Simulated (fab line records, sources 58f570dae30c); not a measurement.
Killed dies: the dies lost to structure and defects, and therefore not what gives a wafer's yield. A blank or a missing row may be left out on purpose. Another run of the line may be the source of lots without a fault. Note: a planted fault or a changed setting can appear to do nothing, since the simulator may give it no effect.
Which of the tools did it? / flow berkeley-cmos170 / 7 lots, 21 wafers sampled, at 2 steps of a route of 331

WHAT EACH GAUGE READ, for each wafer
UCB170_NVT_TW_MEAS_09.
lot=L122; measured=day 7 14:06; on=film-metro-01; NVT_TW=525 529 528
lot=L124; measured=day 7 20:56; on=film-metro-04; NVT_TW=520 519 521
lot=L127; measured=day 8 11:28; on=film-metro-01; NVT_TW=524 526 528
lot=L128; measured=day 8 19:04; on=film-metro-01; NVT_TW=527 527 528
lot=L131; measured=day 9 10:02; on=film-metro-02; NVT_TW=523 521 523
lot=L130; measured=day 9 10:23; on=film-metro-02; NVT_TW=526 524 521
lot=L139; measured=day 11 06:11; on=film-metro-02; NVT_TW=519 521 524

WHICH TOOL RAN EACH LOT (tool, then ch and the chambers of the sampled wafers, then the start)
lot=L122; UCB170_NVT_IMPLANT_07=implanter-04 ch 0, day 7 13:52
lot=L124; UCB170_NVT_IMPLANT_07=implanter-02 ch 0, day 7 20:42
lot=L127; UCB170_NVT_IMPLANT_07=implanter-04 ch 0, day 8 11:13
lot=L128; UCB170_NVT_IMPLANT_07=implanter-01 ch 0, day 8 18:48
lot=L131; UCB170_NVT_IMPLANT_07=implanter-01 ch 0, day 9 09:47
lot=L130; UCB170_NVT_IMPLANT_07=implanter-02 ch 0, day 9 10:08
lot=L139; UCB170_NVT_IMPLANT_07=implanter-01 ch 0, day 11 05:57
- UCB170_NVT_IMPLANT_07

THE ANSWER, worked out from the rows above alone
Rule: what is usual is taken from the lots themselves. Put in order of their means at a reading, lots are off if they are a third of the lots or fewer, leave a main group of 4 or more, and stand apart from it by a gap of 3 or more times the standard deviation of the main group's means; of several such gaps the widest counts. If all means in a main group match to the digits the tables above print for the reading, that group is not used. Also off: a lot with no number at a reading for which 4 or more lots have one. Any other lot the step has rows for is counted as sound.
Nothing can be told from this: no lot is off at any reading shown.

WHAT WAS PUT IN BY THE SIMULATOR
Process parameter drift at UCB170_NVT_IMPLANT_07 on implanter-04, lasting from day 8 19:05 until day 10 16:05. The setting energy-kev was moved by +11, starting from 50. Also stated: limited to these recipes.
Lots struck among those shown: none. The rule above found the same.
